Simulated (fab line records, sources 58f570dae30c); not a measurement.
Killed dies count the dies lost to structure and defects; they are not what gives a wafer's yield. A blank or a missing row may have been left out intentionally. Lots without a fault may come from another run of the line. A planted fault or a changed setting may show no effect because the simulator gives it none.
The tool behind it: which one? ; flow berkeley cmos170 ; 45 wafers from 15 lots sampled at 5 of the route's 331 steps

## WHAT EACH GAUGE READ, for each wafer
UCB170_V1_OVL_MEAS_13.
lot;measured;on;V1_OVL (nm)
L730;day 8 04:10;overlay-02;-2 4 1
L729;day 8 04:30;overlay-02;-5 1 6
L732;day 8 13:28;overlay-02;-3 2 -4
L731;day 8 14:04;overlay-02;18 9 17
L733;day 8 20:52;overlay-02;11 4 5
L734;day 8 21:57;overlay-02;4 2 3
L738;day 9 06:22;overlay-02;-4 -7 -4
L736;day 9 06:59;overlay-02;8 6 4
L743;day 10 18:58;overlay-02;1 -5 -1
L742;day 10 20:52;overlay-01;7 2 7
L746;day 10 21:08;overlay-01;1 12 12
L748;day 11 15:35;overlay-01;-2 0 2
L747;day 11 16:11;overlay-02;2 -1 3
L751;day 11 23:01;overlay-02;2 4 9
L752;day 12 06:21;overlay-01;-6 6 3

UCB170_V2_THK_MEAS_04.
lot;measured;on;V2_POLISHED_THK (nm)
L730;day 8 08:22;film metro-04;1000.9 1000.6 1001.8
L729;day 8 09:04;film metro-04;998.0 998.9 999.8
L732;day 8 17:13;film metro-04;1000.3 999.5 1001.4
L731;day 8 17:40;film metro-02;999.7 998.2 1000.8
L733;day 9 01:58;film metro-04;999.6 999.0 999.4
L734;day 9 02:21;film metro-02;998.0 1001.2 999.5
L738;day 9 11:32;film metro-02;999.7 998.8 1000.5
L736;day 9 12:44;film metro-02;999.6 996.9 997.2
L743;day 10 23:01;film metro-04;998.8 1001.0 1000.1
L742;day 11 01:23;film metro-02;999.7 998.4 997.7
L746;day 11 01:45;film metro-04;1001.1 1000.8 1000.8
L748;day 11 19:38;film metro-04;998.7 998.3 998.3
L747;day 11 20:38;film metro-04;1000.9 998.5 1000.7
L751;day 12 03:05;film metro-01;1000.3 1002.7 999.6
L752;day 12 10:20;film metro-01;1003.4 998.9 999.9

UCB170_V2_CD_MEAS_12 targets a cd of 700 nm.
lot;measured;on;cd nm (nm)
L730;day 8 10:13;cd sem-02;699.3 698.2 698.4
L729;day 8 11:14;cd sem-01;702.0 699.8 699.0
L732;day 8 18:46;cd sem-01;703.0 702.2 702.6
L731;day 8 19:27;cd sem-02;698.2 699.2 698.7
L733;day 9 03:11;cd sem-01;700.6 700.7 699.8
L734;day 9 03:34;cd sem-02;700.4 701.8 700.3
L738;day 9 12:41;cd sem-02;699.5 701.2 700.8
L736;day 9 14:29;cd sem-02;699.5 699.2 699.9
L743;day 11 00:58;cd sem-02;700.3 699.5 699.5
L742;day 11 03:07;cd sem-01;700.9 700.2 700.4
L746;day 11 04:07;cd sem-02;701.5 701.7 702.4
L748;day 11 21:05;cd sem-01;701.7 700.9 699.6
L747;day 11 22:19;cd sem-01;700.8 701.5 700.8
L751;day 12 04:23;cd sem-02;700.0 700.3 698.3
L752;day 12 11:37;cd sem-02;697.6 698.9 699.5

UCB170_M3_CD_MEAS_15 targets a cd of 700 nm.
lot;measured;on;cd nm (nm)
L730;day 8 14:03;cd sem-02;700.5 700.3 702.4
L729;day 8 14:41;cd sem-02;701.0 701.5 701.6
L732;day 8 23:10;cd sem-01;700.9 701.4 702.6
L731;day 8 23:40;cd sem-02;701.9 700.5 701.2
L733;day 9 06:10;cd sem-01;700.0 700.9 699.3
L734;day 9 06:29;cd sem-02;700.1 700.4 700.7
L738;day 9 15:08;cd sem-01;700.5 701.0 700.4
L736;day 9 17:32;cd sem-01;700.4 701.1 700.7
L743;day 11 04:32;cd sem-01;714.5 716.3 714.7
L742;day 11 07:28;cd sem-02;701.1 700.3 699.5
L746;day 11 07:35;cd sem-01;710.5 711.7 711.7
L748;day 12 00:20;cd sem-01;708.1 708.7 709.1
L747;day 12 01:36;cd sem-01;701.5 702.1 701.0
L751;day 12 07:01;cd sem-02;698.4 696.7 698.6
L752;day 12 14:24;cd sem-02;697.1 697.3 696.2

## WHICH TOOL RAN EACH LOT (tool, then ch and the chambers of the sampled wafers, then the start)
lot;UCB170_M3_EXPOSE_12
L730;krf scanner-01 ch 0, day 8 13:23
L729;krf scanner-01 ch 0, day 8 14:08
L732;krf scanner-02 ch 0, day 8 22:28
L731;krf scanner-01 ch 0, day 8 23:04
L733;krf scanner-02 ch 0, day 9 05:22
L734;krf scanner-02 ch 0, day 9 05:46
L738;krf scanner-02 ch 0, day 9 14:45
L736;krf scanner-01 ch 0, day 9 16:56
L743;krf scanner-02 ch 0, day 11 03:58
L742;krf scanner-01 ch 0, day 11 06:41
L746;krf scanner-02 ch 0, day 11 07:03
L748;krf scanner-02 ch 0, day 11 23:40
L747;krf scanner-01 ch 0, day 12 01:12
L751;krf scanner-01 ch 0, day 12 06:37
L752;krf scanner-01 ch 0, day 12 13:41
- UCB170_M3_EXPOSE_12: exposes mask METAL3, target cd 700 nm.

## AS READ BY THE TOOLS THEMSELVES (means over the sampled wafers that have a number; for cases with no such wafer, the mark the record gives instead)
UCB170_M3_EXPOSE_12.
lot;tool;exposure dose mJ cm2
L730;krf scanner-01;25.982
L729;krf scanner-01;25.960
L732;krf scanner-02;25.964
L731;krf scanner-01;25.951
L733;krf scanner-02;25.958
L734;krf scanner-02;25.914
L738;krf scanner-02;25.968
L736;krf scanner-01;25.966
L743;krf scanner-02;23.846
L742;krf scanner-01;26.000
L746;krf scanner-02;24.266
L748;krf scanner-02;24.606
L747;krf scanner-01;25.945
L751;krf scanner-01;25.993
L752;krf scanner-01;25.955

## THE ANSWER, worked out from the rows above alone
Rule: usual is defined by the lots themselves. The widest of any qualifying gaps counts: lots, ordered by their means at a reading, are off when they make up no more than a third of the lots, leave a main group of 4 or more, and stand apart from it by 3 or more times the standard deviation of that group's means. If all means in a main group match to the digits the tables above print for the reading, that group is not used. A lot without any number at a reading at which 4 lots or more have one is off too. The other lots that the step has rows for count as sound. First the gauges in route order, then the tools' own readings, where a lot's mean is used as printed above. At the first step where some lot is off, the reading lying furthest off is the one used; lots without a number count as furthest.
Off: L743, L746, L748 (UCB170_M3_CD_MEAS_15, cd nm). The main group has a mean of 700.3 nm with a standard deviation of 1.4.
A tool fits if, at a process step before that reading, it ran every lot that is off, and no sound lot after the first of them. Not tried: the gauges at UCB170_M3_CD_MEAS_15; whatever is off there is also off at UCB170_M3_EXPOSE_12, on other tools, and gauge error can't account for it. One fits: UCB170_M3_EXPOSE_12 on krf scanner-02. Its last sound lot is L738 (day 9 14:45), its first lot that is off L743 (day 11 03:58): a fault that began between those two fits.
On the lots that are off, the tool's own readings at UCB170_M3_EXPOSE_12 differ by more than 5 times the standard deviation of the sound lots' means, which bears it out; exposure dose mJ cm2 reads 24.239 there versus 25.963 on the sound lots.

## WHAT THE SIMULATOR PUT IN
Drift in process parameters on krf scanner-02 at UCB170_M3_EXPOSE_12, starting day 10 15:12. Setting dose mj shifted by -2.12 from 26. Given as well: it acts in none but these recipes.
Shown lots that were struck: L743, L746, L748. Same finding as the rule above.
